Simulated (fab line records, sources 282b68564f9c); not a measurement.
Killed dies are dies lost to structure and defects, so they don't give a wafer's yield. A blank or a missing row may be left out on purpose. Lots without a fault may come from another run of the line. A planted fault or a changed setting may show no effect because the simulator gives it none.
Which tool did it? | flow rit_cmos | 15 lots, 45 wafers sampled, at 3 steps of a route of 202

WHAT THE GAUGES READ, wafer by wafer
RIT_WELLDRIVE_RS_MEAS_02: measures by four-point-probe. Usual: PWELL_RS 430.2 ohm/sq, standard deviation 1.3.
lot  | measured    | on            | PWELL_RS (ohm/sq) | flag
L754 | day 2 11:16 | film_metro-01 | 429.8 428.8 430.4 |
L755 | day 2 16:13 | film_metro-04 | 430.0 428.5 430.5 |
L756 | day 2 19:58 | film_metro-01 | 428.0 428.6 428.4 |
L757 | day 3 00:40 | film_metro-03 | 431.0 432.2 432.0 |
L758 | day 3 05:46 | film_metro-01 | 428.5 429.2 427.4 |
L759 | day 3 08:36 | film_metro-03 | 430.5 429.4 430.3 |
L762 | day 4 05:22 | film_metro-01 | 428.5 428.9 428.5 |
L763 | day 4 06:23 | film_metro-03 | 430.1 429.9 430.4 |
L764 | day 4 10:29 | film_metro-04 | 429.4 428.9 429.2 |
L770 | day 5 19:22 | film_metro-04 | 428.7 428.3 429.6 |
L771 | day 5 19:22 | film_metro-03 | 432.6 432.8 431.9 |
L772 | day 5 23:41 | film_metro-04 | 429.8 431.3 429.6 |
L774 | day 6 10:11 | film_metro-04 | 432.9 431.2 432.8 |
L775 | day 6 13:59 | film_metro-03 | 430.0 430.0 430.8 |
L777 | day 7 01:16 | film_metro-01 | 430.2 430.8 430.7 |

RIT_NRETRO_OVL_MEAS_06. Usual: NRETRO_OVL -0.3 nm, standard deviation 1.1.
lot  | measured    | on         | NRETRO_OVL (nm) | flag
L754 | day 2 12:29 | overlay-02 | 0.9 -0.1 -0.6   |
L755 | day 2 17:23 | overlay-01 | -2.9 -0.6 -2.3  |
L756 | day 2 21:00 | overlay-02 | 0.7 0.5 0.0     |
L757 | day 3 01:47 | overlay-02 | -1.9 -1.8 -1.8  |
L758 | day 3 06:44 | overlay-01 | 0.4 0.3 -0.8    |
L759 | day 3 09:43 | overlay-02 | 0.2 -0.2 1.2    |
L762 | day 4 06:29 | overlay-02 | -0.3 -0.3 0.1   |
L763 | day 4 07:30 | overlay-01 | -1.3 -0.9 -1.1  |
L764 | day 4 11:32 | overlay-01 | 0.1 -1.4 -0.3   |
L770 | day 5 20:29 | overlay-02 | -1.0 -0.7 -1.9  |
L771 | day 5 20:42 | overlay-02 | 0.0 0.1 0.7     |
L772 | day 6 00:40 | overlay-01 | -0.2 0.5 -0.4   |
L774 | day 6 11:19 | overlay-01 | -0.8 -1.6 0.3   |
L775 | day 6 15:07 | overlay-02 | 0.5 1.1 0.2     |
L777 | day 7 02:23 | overlay-02 | -1.4 -1.3 -1.6  |

RIT_NRETRO_TW_MEAS_10. Usual: NRETRO_TW 1047, standard deviation 13.
lot  | measured    | on            | NRETRO_TW      | flag
L754 | day 2 13:08 | film_metro-04 | 1038 1037 1039 |
L755 | day 2 18:01 | film_metro-04 | 1034 1035 1034 |
L756 | day 2 21:37 | film_metro-02 | 1066 1060 1063 |
L757 | day 3 02:23 | film_metro-02 | 1062 1062 1064 |
L758 | day 3 07:22 | film_metro-04 | 1036 1037 1034 |
L759 | day 3 10:20 | film_metro-03 | 1057 1056 1055 |
L762 | day 4 07:05 | film_metro-03 | 1054 1054 1049 |
L763 | day 4 08:07 | film_metro-04 | 1037 1042 1032 |
L764 | day 4 12:09 | film_metro-02 | 1063 1061 1056 |
L770 | day 5 21:05 | film_metro-02 | 1050 1057 1057 |
L771 | day 5 21:20 | film_metro-03 | 1052 1051 1057 |
L772 | day 6 01:17 | film_metro-03 | 1060 1053 1059 |
L774 | day 6 11:55 | film_metro-03 | 1057 1061 1059 |
L775 | day 6 15:43 | film_metro-02 | 1056 1057 1056 |
L777 | day 7 03:00 | film_metro-04 | 1038 1037 1030 |

WHICH TOOL RAN EACH LOT (tool, then ch and the chambers of the sampled wafers, then the start)
The record holds no process step before these readings.

WHAT THE TOOLS THEMSELVES READ (means of the sampled wafers that have a number; where no wafer has one, the mark that the record gives instead)
The record holds no such reading with a usual standard deviation.

THE ANSWER, worked out from the rows above alone
Rule: a lot is off if the mean of its wafers that have a number lies more than 3 standard deviations from the usual mean. A lot without any number at a reading at which 4 lots or more have one is off too. The other lots that the step has rows for count as sound. The gauges are gone through in route order, then the tools' own readings, and for those a lot's mean is taken as printed above. The first step at which some lot is off is used, and at that step the reading that is off furthest; a lot without a number counts as furthest.
No lot is off at any reading shown: from this, nothing can be told.

WHAT THE SIMULATOR HAD PUT IN
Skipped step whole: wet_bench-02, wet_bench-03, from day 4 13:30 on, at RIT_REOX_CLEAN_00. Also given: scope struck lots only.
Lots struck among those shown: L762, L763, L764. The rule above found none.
